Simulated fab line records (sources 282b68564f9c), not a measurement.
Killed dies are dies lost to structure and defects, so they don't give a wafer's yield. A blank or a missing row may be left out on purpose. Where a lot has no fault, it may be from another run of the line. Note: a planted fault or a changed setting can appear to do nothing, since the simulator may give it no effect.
fab line records | flow rit-cmos
[record] lots = 5 | wafers = 15 | last-day = 7
route steps=202 shown PWELL@43 WELLDRIVE@50 NWELL@51 NRETRO@53
lots that met no fault: from a run of the same line without faults
start-h: start of the lot's first displayed wafer, in hours after the record's first day | wait-h: time in hours since the lot's previous step | " identical to the entry in the row above | L1.1+2: a row that stands for several wafers | - no value present, or no start provided | * or withheld: withheld | < > ~ a bound
route shown NAME@n: names a module that has steps shown in the file, with the first one's number in the route | usual: average and standard deviation across the fault-free wafers | same: alike in all rows | chamber/n: place in a boat | sites: each site's reading | _std_site: their standard deviation | _edge_site: the outer-site mean with the inner-site mean subtracted | radius-mm: how far each site lies from the wafer's centre | mask NAME#n: copy n | behind: the tool/chamber that last shaped the wafer | hold: reason for holding the lot/hours on hold/outcome of the hold | device: the transistor (n, p or np) that didn't switch | end of line: the route-end tests of the same wafers | where a step has no rows: the recipe by itself | killed: at the first sort, the dies lost to defects and structure; wafer yield is something else | map: the dies of a wafer, with x for killed, . for not killed, _ for no die there
set.NAME: the setting as run; set.NAME@STEP: as run at that earlier step | model.NAME: the simulator's own value behind a step, which no gauge read
lots at selected steps of the route; one table per step, one row per wafer
services: when a tool's chamber went out of use (start-h, in hours from the record's first day, below 0 if earlier), for how many hours, and the reason
[[steps]]
[step RIT_PWELL_PEB_04]
[recipe] resist = NOVOLAK | temp-c = withheld | time-s = withheld
lot.wafer  | tool           | chamber | start-h | wait-h
L081.1+2+3 | litho-track-01 | 0       | 59.56   | 0.1
L083.2+3+5 | litho-track-02 | 0       | 71.28   | 0.1
L088.4+5+6 | litho-track-03 | 0       | 93.40   | 0.1
L090.1+3+4 | litho-track-01 | 0       | 105.49  | 0.1
L094.1+2+5 | litho-track-02 | 0       | 122.34  | 0.1
[step RIT_PWELL_DEVELOP_05]
[recipe] resist = NOVOLAK | develop-time-s = 68 | dev-temp-c = 23
lot.wafer  | tool           | chamber | start-h | wait-h
L081.1+2+3 | litho-track-01 | 0       | -       | -
L083.2+3+5 | litho-track-02 | 0       | -       | -
L088.4+5+6 | litho-track-03 | 0       | -       | -
L090.1+3+4 | litho-track-01 | 0       | -       | -
L094.1+2+5 | litho-track-02 | 0       | -       | -
[step RIT_PWELL_OVL_MEAS_06]
[usual] PWELL_OVL = -0.1/1.3
lot.wafer | tool       | chamber | start-h | wait-h | PWELL_OVL[nm]
L081.1    | overlay-01 | -       | 59.87   | -      | -0.8
L081.2    | "          | -       | "       | "      | -1.9
L081.3    | "          | -       | "       | "      | 0.8
L083.2    | overlay-01 | -       | 71.58   | -      | 1.9
L083.3    | "          | -       | "       | "      | -0.7
L083.5    | "          | -       | "       | "      | 0.4
L088.4    | overlay-02 | -       | 93.66   | -      | -0.6
L088.5    | "          | -       | "       | "      | -1.5
L088.6    | "          | -       | "       | "      | 1.0
L090.1    | overlay-02 | -       | 105.80  | -      | 3.4
L090.3    | "          | -       | "       | "      | 0.5
L090.4    | "          | -       | "       | "      | 1.4
L094.1    | overlay-01 | -       | 122.65  | -      | -1.4
L094.2    | "          | -       | "       | "      | -1.0
L094.5    | "          | -       | "       | "      | 0.2
[step RIT_PWELL_HARDBAKE_07]
[recipe] resist = NOVOLAK | temp-c = 140 | time-s = 120
lot.wafer  | tool           | chamber | start-h | wait-h
L081.1+2+3 | litho-track-02 | 0       | 59.91   | 0.0
L083.2+3+5 | litho-track-01 | 0       | 71.65   | 0.1
L088.4+5+6 | litho-track-03 | 0       | 93.80   | 0.1
L090.1+3+4 | litho-track-02 | 0       | 105.84  | 0.0
L094.1+2+5 | litho-track-02 | 0       | 122.69  | 0.0
[step RIT_PWELL_IMPLANT_08]
[recipe] species = B | energy-kev = 169 | dose-cm2 = 7e+13 | tilt-deg = 7
[usual] beam-energy-keV = 169.01/0.057
lot.wafer | tool         | chamber | start-h | wait-h | beam-energy-keV
L081.1    | implanter-04 | 0       | 60.16   | 0.2    | 168.89
L081.2    | "            | 0       | "       | "      | 168.95
L081.3    | "            | 0       | "       | "      | 168.94
L083.2    | implanter-03 | 0       | 71.91   | 0.2    | 169.02
L083.3    | "            | 0       | "       | "      | 168.95
L083.5    | "            | 0       | "       | "      | 169.00
L088.4    | implanter-04 | 0       | 94.00   | 0.2    | 169.02
L088.5    | "            | 0       | "       | "      | 169.05
L088.6    | "            | 0       | "       | "      | 169.07
L090.1    | implanter-03 | 0       | 106.09  | 0.2    | 169.05
L090.3    | "            | 0       | "       | "      | 169.01
L090.4    | "            | 0       | "       | "      | 169.07
L094.1    | implanter-02 | 0       | 122.94  | 0.2    | 169.04
L094.2    | "            | 0       | "       | "      | 168.93
L094.5    | "            | 0       | "       | "      | 168.90
[step RIT_PWELL_STRIP_09]
[recipe] chemistry = O2 | time-s = 180 | resist = NOVOLAK | platen-temp-c = withheld | power-w = 500 | pressure-mtorr = 4000 | o2-flow-sccm = 4000
[usual] drypump-motor-current-A = 5.6/0.35
lot.wafer | tool            | chamber | start-h | wait-h | drypump-motor-current-A | rf-hours-counter-h
L081.1    | plasma-asher-02 | 0       | 60.31   | 0.1    | 5.3                     | 40
L081.2    | "               | 1       | "       | "      | 6.2                     | 40
L081.3    | "               | 1       | "       | "      | 6.1                     | -
L083.2    | plasma-asher-04 | 0       | 72.16   | 0.2    | 5.7                     | 30
L083.3    | "               | 1       | "       | "      | 5.2                     | -
L083.5    | "               | 0       | "       | "      | 5.7                     | -
L088.4    | plasma-asher-02 | 0       | 94.13   | 0.1    | 5.3                     | -
L088.5    | "               | 1       | "       | "      | 6.1                     | -
L088.6    | "               | 0       | "       | "      | 5.3                     | -
L090.1    | plasma-asher-02 | 0       | 106.24  | 0.1    | 5.3                     | 45
L090.3    | "               | 0       | "       | "      | 5.3                     | -
L090.4    | "               | 1       | "       | "      | 6.1                     | -
L094.1    | plasma-asher-04 | 1       | 123.09  | 0.1    | 5.2                     | 36
L094.2    | "               | 0       | "       | "      | 5.8                     | 36
L094.5    | "               | 1       | "       | "      | 5.2                     | -
[step RIT_PWELL_TW_MEAS_10]
[usual] PWELL_TW = 955/11
lot.wafer | tool          | chamber | start-h | wait-h | PWELL_TW
L081.1    | film-metro-01 | -       | 60.48   | 0.1    | 966
L081.2    | "             | -       | "       | "      | 965
L081.3    | "             | -       | "       | "      | 968
L083.2    | film-metro-01 | -       | 72.34   | 0.1    | 962
L083.3    | "             | -       | "       | "      | 966
L083.5    | "             | -       | "       | "      | 967
L088.4    | film-metro-02 | -       | 94.28   | 0.1    | 936
L088.5    | "             | -       | "       | "      | 937
L088.6    | "             | -       | "       | "      | 938
L090.1    | film-metro-01 | -       | 106.41  | 0.1    | 964
L090.3    | "             | -       | "       | "      | 958
L090.4    | "             | -       | "       | "      | 958
L094.1    | film-metro-01 | -       | 123.26  | 0.1    | 962
L094.2    | "             | -       | "       | "      | 965
L094.5    | "             | -       | "       | "      | 957
[step RIT_WELLDRIVE_ANNEAL_00]
[recipe] temp-c = 1100 | time-s = 14700 | ambient = N2
lot.wafer  | tool       | chamber | start-h | wait-h
L081.1+2+3 | furnace-03 | 0       | 62.05   | 1.6
L083.2+3+5 | furnace-03 | 0       | 72.39   | 0.0
L088.4+5+6 | furnace-04 | 0       | 95.27   | 1.0
L090.1+3+4 | furnace-03 | 0       | 108.08  | 1.7
L094.1+2+5 | furnace-04 | 0       | 124.04  | 0.8
[step RIT_WELLDRIVE_RS_MEAS_01]
[recipe] thk-meas-gauge = four-point-probe
[usual] NWELL_RS = 275.4/0.97
lot.wafer | tool          | chamber | start-h | wait-h | NWELL_RS[ohm/sq]
L081.1    | film-metro-02 | -       | 67.14   | 0.0    | 277.0
L081.2    | "             | -       | "       | "      | 276.2
L081.3    | "             | -       | "       | "      | 276.7
L083.2    | film-metro-01 | -       | 77.50   | 0.0    | 276.5
L083.3    | "             | -       | "       | "      | 277.5
L083.5    | "             | -       | "       | "      | 276.4
L088.4    | film-metro-01 | -       | 100.41  | 0.1    | 276.0
L088.5    | "             | -       | "       | "      | 274.9
L088.6    | "             | -       | "       | "      | 275.5
L090.1    | film-metro-02 | -       | 113.16  | 0.0    | 275.3
L090.3    | "             | -       | "       | "      | 275.6
L090.4    | "             | -       | "       | "      | 275.9
L094.1    | film-metro-03 | -       | 129.13  | 0.0    | 274.8
L094.2    | "             | -       | "       | "      | 275.3
L094.5    | "             | -       | "       | "      | 274.9
[step RIT_WELLDRIVE_RS_MEAS_02]
[recipe] thk-meas-gauge = four-point-probe
[usual] PWELL_RS = 430.0/1.4
lot.wafer | tool          | chamber | start-h | wait-h | PWELL_RS[ohm/sq]
L081.1    | film-metro-02 | -       | 67.26   | 0.1    | 430.6
L081.2    | "             | -       | "       | "      | 428.8
L081.3    | "             | -       | "       | "      | 431.1
L083.2    | film-metro-01 | -       | 77.62   | 0.1    | 428.6
L083.3    | "             | -       | "       | "      | 427.6
L083.5    | "             | -       | "       | "      | 428.7
L088.4    | film-metro-01 | -       | 100.53  | 0.1    | 431.2
L088.5    | "             | -       | "       | "      | 430.1
L088.6    | "             | -       | "       | "      | 431.2
L090.1    | film-metro-02 | -       | 113.28  | 0.1    | 430.5
L090.3    | "             | -       | "       | "      | 431.0
L090.4    | "             | -       | "       | "      | 430.5
L094.1    | film-metro-03 | -       | 129.25  | 0.1    | 427.8
L094.2    | "             | -       | "       | "      | 427.6
L094.5    | "             | -       | "       | "      | 428.3
[step RIT_NRETRO_HMDS_00]
[recipe] prime-time-s = 60 | prime-temp-c = 140
lot.wafer  | tool           | chamber | start-h | wait-h
L081.1+2+3 | litho-track-04 | 0       | 67.38   | 0.1
L083.2+3+5 | litho-track-04 | 0       | 77.82   | 0.2
L088.4+5+6 | litho-track-04 | 0       | 100.66  | 0.1
L090.1+3+4 | litho-track-04 | 0       | 113.40  | 0.1
L094.1+2+5 | litho-track-03 | 0       | 129.42  | 0.1
[step RIT_NRETRO_COAT_01]
[recipe] resist = NOVOLAK | spin-rpm = 2000 | resist-thk-nm = 1300
lot.wafer  | tool           | chamber | start-h | wait-h
L081.1+2+3 | litho-track-04 | 0       | 67.53   | 0.1
L083.2+3+5 | litho-track-04 | 0       | 77.97   | 0.1
L088.4+5+6 | litho-track-04 | 0       | 100.81  | 0.1
L090.1+3+4 | litho-track-04 | 0       | 113.55  | 0.1
L094.1+2+5 | litho-track-03 | 0       | 129.57  | 0.1
[step RIT_NRETRO_SOFTBAKE_02]
[recipe] resist = NOVOLAK | temp-c = 90 | time-s = 60
lot.wafer  | tool           | chamber | start-h | wait-h
L081.1+2+3 | litho-track-04 | 0       | 67.68   | 0.1
L083.2+3+5 | litho-track-04 | 0       | 78.12   | 0.1
L088.4+5+6 | litho-track-04 | 0       | 100.96  | 0.1
L090.1+3+4 | litho-track-04 | 0       | 113.70  | 0.1
L094.1+2+5 | litho-track-03 | 0       | 129.72  | 0.1
[step RIT_NRETRO_EXPOSE_03]
[recipe] mask-id = M4 | na = 0.57 | target-cd-nm = 43900 | dose-mj = 250
[usual] exposure-dose-mJ-cm2 = 250.01/0.24
lot.wafer | tool             | chamber | start-h | wait-h | mask | exposure-dose-mJ-cm2
L081.1    | iline-stepper-01 | 0       | 67.83   | 0.1    | M4#0 | 249.77
L081.2    | "                | 0       | "       | "      | M4#0 | 250.33
L081.3    | "                | 0       | "       | "      | M4#0 | 249.85
L083.2    | iline-stepper-02 | 0       | 78.41   | 0.3    | M4#0 | 249.87
L083.3    | "                | 0       | "       | "      | M4#0 | 249.98
L083.5    | "                | 0       | "       | "      | M4#0 | 250.03
L088.4    | iline-stepper-02 | 0       | 101.10  | 0.1    | M4#0 | 249.80
L088.5    | "                | 0       | "       | "      | M4#0 | 249.59
L088.6    | "                | 0       | "       | "      | M4#0 | 249.94
L090.1    | iline-stepper-02 | 0       | 113.97  | 0.2    | M4#0 | 249.85
L090.3    | "                | 0       | "       | "      | M4#0 | 250.13
L090.4    | "                | 0       | "       | "      | M4#0 | 249.93
L094.1    | iline-stepper-02 | 0       | 129.99  | 0.2    | M4#0 | 250.04
L094.2    | "                | 0       | "       | "      | M4#0 | 249.93
L094.5    | "                | 0       | "       | "      | M4#0 | 249.79
[step RIT_NRETRO_PEB_04]
[recipe] resist = NOVOLAK | temp-c = withheld | time-s = withheld
lot.wafer  | tool           | chamber | start-h | wait-h
L081.1+2+3 | litho-track-03 | 0       | 67.94   | 0.1
L083.2+3+5 | litho-track-04 | 0       | 78.53   | 0.1
L088.4+5+6 | litho-track-03 | 0       | 101.23  | 0.1
L090.1+3+4 | litho-track-03 | 0       | 114.09  | 0.1
L094.1+2+5 | litho-track-03 | 0       | 130.11  | 0.1
[step RIT_NRETRO_DEVELOP_05]
[recipe] resist = NOVOLAK | develop-time-s = 68 | dev-temp-c = 23
lot.wafer  | tool           | chamber | start-h | wait-h
L081.1+2+3 | litho-track-03 | 0       | -       | -
L083.2+3+5 | litho-track-04 | 0       | -       | -
L088.4+5+6 | litho-track-03 | 0       | -       | -
L090.1+3+4 | litho-track-03 | 0       | -       | -
L094.1+2+5 | litho-track-03 | 0       | -       | -
[step RIT_NRETRO_OVL_MEAS_06]
[usual] NRETRO_OVL = 1.3/1.3
lot.wafer | tool       | chamber | start-h | wait-h | NRETRO_OVL[nm]
L081.1    | overlay-02 | -       | 68.26   | -      | 2.0
L081.2    | "          | -       | "       | "      | 3.1
L081.3    | "          | -       | "       | "      | 1.6
L083.2    | overlay-01 | -       | 78.83   | -      | 0.5
L083.3    | "          | -       | "       | "      | 0.5
L083.5    | "          | -       | "       | "      | 2.0
L088.4    | overlay-02 | -       | 101.49  | -      | -1.1
L088.5    | "          | -       | "       | "      | -2.8
L088.6    | "          | -       | "       | "      | 1.3
L090.1    | overlay-01 | -       | 114.40  | -      | 2.3
L090.3    | "          | -       | "       | "      | 0.7
L090.4    | "          | -       | "       | "      | 2.0
L094.1    | overlay-01 | -       | 130.42  | -      | 2.5
L094.2    | "          | -       | "       | "      | 2.7
L094.5    | "          | -       | "       | "      | 1.1
[[services]]
tool             | chamber | start-h | hours | kind
iline-stepper-01 | -       | 49.53   | 1.7   | pm
furnace-03       | -       | 50.70   | 3.2   | pm
implanter-02     | -       | 55.32   | 15.0  | repair
implanter-02     | -       | 61.41   | 2.1   | repair
iline-stepper-01 | -       | 71.82   | 3.2   | repair
iline-stepper-01 | -       | 94.47   | 6.9   | repair
plasma-asher-02  | -       | 108.75  | 9.0   | pm
plasma-asher-02  | 0       | 108.75  | 9.0   | vent-cycle
plasma-asher-02  | 1       | 108.75  | 9.0   | vent-cycle
plasma-asher-02  | 0       | 117.75  | -     | clean
plasma-asher-02  | 1       | 117.75  | -     | clean
implanter-04     | -       | 127.24  | 5.9   | repair
[[key]]
fault none
